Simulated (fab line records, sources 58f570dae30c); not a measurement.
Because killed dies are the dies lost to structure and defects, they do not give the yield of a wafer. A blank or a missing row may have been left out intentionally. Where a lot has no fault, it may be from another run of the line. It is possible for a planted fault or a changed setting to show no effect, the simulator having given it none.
Split-lot experiment || flow berkeley_cmos170 || 5 lots, 27 wafers read, on a route of 331 steps

## THE SPLIT ITSELF
At UCB170_SILICIDE_SPUTTER_01 (material Ti, target thk 30 nm, time 25 s), the setting time_s was moved away from the recipe's 25 s on 9 of the 27 wafers read, by +38.9% to +48.2%. The other wafers ran this setting at the recipe's value.

## FROM THE SPLIT ON TO THE READING: in between, the file shows 1 step
- UCB170_SILICIDE_RS_MEAS_02: measures by four-point-probe

## THE READING
SILICIDE_TI_THK, in nm, at UCB170_SILICIDE_THK_MEAS_03 (measures by xrf). On this fab line, fault-free wafers typically give 30.2 nm with a standard deviation of 0.41 nm.

{"wafer": "L077.1", "tool, chamber at the split": "pvd_sputter-03, -", "time_s as run, s": 25, "against the recipe": "recipe", "SILICIDE_TI_THK, nm": 29.3, "against lot-mates on the recipe": "-"}
{"wafer": "L077.4", "tool, chamber at the split": "pvd_sputter-03, -", "time_s as run, s": 25, "against the recipe": "recipe", "SILICIDE_TI_THK, nm": 30.2, "against lot-mates on the recipe": "-"}
{"wafer": "L077.6", "tool, chamber at the split": "pvd_sputter-03, -", "time_s as run, s": 25, "against the recipe": "recipe", "SILICIDE_TI_THK, nm": 29.5, "against lot-mates on the recipe": "-"}
{"wafer": "L076.1", "tool, chamber at the split": "pvd_sputter-04, -", "time_s as run, s": 36.43, "against the recipe": "+45.7%", "SILICIDE_TI_THK, nm": 44.7, "against lot-mates on the recipe": "+14.4"}
{"wafer": "L076.2", "tool, chamber at the split": "pvd_sputter-04, -", "time_s as run, s": 25, "against the recipe": "recipe", "SILICIDE_TI_THK, nm": 30.5, "against lot-mates on the recipe": "-"}
{"wafer": "L076.3", "tool, chamber at the split": "pvd_sputter-04, -", "time_s as run, s": 25, "against the recipe": "recipe", "SILICIDE_TI_THK, nm": 29.9, "against lot-mates on the recipe": "-"}
{"wafer": "L076.4", "tool, chamber at the split": "pvd_sputter-04, -", "time_s as run, s": 36.43, "against the recipe": "+45.7%", "SILICIDE_TI_THK, nm": 44.2, "against lot-mates on the recipe": "+13.9"}
{"wafer": "L076.5", "tool, chamber at the split": "pvd_sputter-04, -", "time_s as run, s": 25, "against the recipe": "recipe", "SILICIDE_TI_THK, nm": 30.5, "against lot-mates on the recipe": "-"}
{"wafer": "L076.6", "tool, chamber at the split": "pvd_sputter-04, -", "time_s as run, s": 36.43, "against the recipe": "+45.7%", "SILICIDE_TI_THK, nm": 43.7, "against lot-mates on the recipe": "+13.4"}
{"wafer": "L080.1", "tool, chamber at the split": "pvd_sputter-02, -", "time_s as run, s": 25, "against the recipe": "recipe", "SILICIDE_TI_THK, nm": 30.4, "against lot-mates on the recipe": "-"}
{"wafer": "L080.2", "tool, chamber at the split": "pvd_sputter-02, -", "time_s as run, s": 37.04, "against the recipe": "+48.2%", "SILICIDE_TI_THK, nm": 45.4, "against lot-mates on the recipe": "+15.1"}
{"wafer": "L080.3", "tool, chamber at the split": "pvd_sputter-02, -", "time_s as run, s": 25, "against the recipe": "recipe", "SILICIDE_TI_THK, nm": 30.2, "against lot-mates on the recipe": "-"}
{"wafer": "L080.4", "tool, chamber at the split": "pvd_sputter-02, -", "time_s as run, s": 37.04, "against the recipe": "+48.2%", "SILICIDE_TI_THK, nm": 45.1, "against lot-mates on the recipe": "+14.8"}
{"wafer": "L080.5", "tool, chamber at the split": "pvd_sputter-02, -", "time_s as run, s": 25, "against the recipe": "recipe", "SILICIDE_TI_THK, nm": 30.2, "against lot-mates on the recipe": "-"}
{"wafer": "L080.6", "tool, chamber at the split": "pvd_sputter-02, -", "time_s as run, s": 37.04, "against the recipe": "+48.2%", "SILICIDE_TI_THK, nm": 45.3, "against lot-mates on the recipe": "+15.0"}
{"wafer": "L083.1", "tool, chamber at the split": "pvd_sputter-03, -", "time_s as run, s": 25, "against the recipe": "recipe", "SILICIDE_TI_THK, nm": 30.7, "against lot-mates on the recipe": "-"}
{"wafer": "L083.2", "tool, chamber at the split": "pvd_sputter-03, -", "time_s as run, s": 25, "against the recipe": "recipe", "SILICIDE_TI_THK, nm": 30.0, "against lot-mates on the recipe": "-"}
{"wafer": "L083.3", "tool, chamber at the split": "pvd_sputter-03, -", "time_s as run, s": 25, "against the recipe": "recipe", "SILICIDE_TI_THK, nm": 30.1, "against lot-mates on the recipe": "-"}
{"wafer": "L083.4", "tool, chamber at the split": "pvd_sputter-03, -", "time_s as run, s": 25, "against the recipe": "recipe", "SILICIDE_TI_THK, nm": 30.6, "against lot-mates on the recipe": "-"}
{"wafer": "L083.5", "tool, chamber at the split": "pvd_sputter-03, -", "time_s as run, s": 25, "against the recipe": "recipe", "SILICIDE_TI_THK, nm": 30.1, "against lot-mates on the recipe": "-"}
{"wafer": "L083.6", "tool, chamber at the split": "pvd_sputter-03, -", "time_s as run, s": 25, "against the recipe": "recipe", "SILICIDE_TI_THK, nm": 30.6, "against lot-mates on the recipe": "-"}
{"wafer": "L085.1", "tool, chamber at the split": "pvd_sputter-04, -", "time_s as run, s": 25, "against the recipe": "recipe", "SILICIDE_TI_THK, nm": 30.1, "against lot-mates on the recipe": "-"}
{"wafer": "L085.2", "tool, chamber at the split": "pvd_sputter-04, -", "time_s as run, s": 25, "against the recipe": "recipe", "SILICIDE_TI_THK, nm": 29.3, "against lot-mates on the recipe": "-"}
{"wafer": "L085.3", "tool, chamber at the split": "pvd_sputter-04, -", "time_s as run, s": 34.72, "against the recipe": "+38.9%", "SILICIDE_TI_THK, nm": 41.9, "against lot-mates on the recipe": "+12.2"}
{"wafer": "L085.4", "tool, chamber at the split": "pvd_sputter-04, -", "time_s as run, s": 34.72, "against the recipe": "+38.9%", "SILICIDE_TI_THK, nm": 41.5, "against lot-mates on the recipe": "+11.8"}
{"wafer": "L085.5", "tool, chamber at the split": "pvd_sputter-04, -", "time_s as run, s": 25, "against the recipe": "recipe", "SILICIDE_TI_THK, nm": 29.7, "against lot-mates on the recipe": "-"}
{"wafer": "L085.6", "tool, chamber at the split": "pvd_sputter-04, -", "time_s as run, s": 34.72, "against the recipe": "+38.9%", "SILICIDE_TI_THK, nm": 41.4, "against lot-mates on the recipe": "+11.7"}

THE FIT
A straight line over all 27 wafers: SILICIDE_TI_THK changes by +0.308 nm for each +1% of time_s; r = +1.00; the points scatter about the line by 0.44 nm.
The same after taking each lot's own level away (the mean of its wafers on the recipe; 27 wafers): +0.308 nm for each +1%; r = +1.00; scatter 0.31 nm.
That fit puts the effect of the largest move of time_s on the reading at 15 nm.
The lots' own levels span 29.67 to 30.35 nm, that is 1.7 times the standard deviation above.
Consequently the slope shifts little with the lot-to-lot level, the two slopes agreeing.
Check: for one of the wafers moved furthest among these (+48.2%), held out of the fit, the line's prediction against its lot-mates is +14.8 nm. Against them it came out at +15.1 nm.

## THE WHOLE CHAIN: every reading that the file lists as answering this split, in the file's order
{"step": "UCB170_SILICIDE_SPUTTER_01", "what it does": "material Ti, target thk 30 nm, time 25 s", "reading": "Ti_of_SILICIDE_SPUTTER_01.thk_nm (the simulator's own value, which no gauge read)", "change (the file's fit)": "+0.303 nm for each +1% of the setting", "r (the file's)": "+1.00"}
{"step": "UCB170_SILICIDE_RS_MEAS_02", "what it does": "measures by four-point-probe", "reading": "SILICIDE_TI_RS", "change (the file's fit)": "-0.208 for each +1% of the setting", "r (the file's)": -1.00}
{"step": "UCB170_SILICIDE_THK_MEAS_03", "what it does": "measures by xrf", "reading": "SILICIDE_TI_THK", "change (the file's fit)": "+0.307 for each +1% of the setting", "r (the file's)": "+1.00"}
{"step": "UCB170_M3_PROBE_99", "what it does": "", "reading": "etest.ppoly_line.line_ohm_um (the simulator's own value, which no gauge read)", "change (the file's fit)": "-0.0574 for each +1% of the setting", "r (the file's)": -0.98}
{"step": "UCB170_M3_PROBE_99", "what it does": "", "reading": "etest.npoly_line.line_ohm_um (the simulator's own value, which no gauge read)", "change (the file's fit)": "-0.0548 for each +1% of the setting", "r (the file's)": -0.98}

## THE FILE'S OWN FIT
SILICIDE_TI_THK changes by +0.307 nm for each +1% of time_s, r = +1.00.
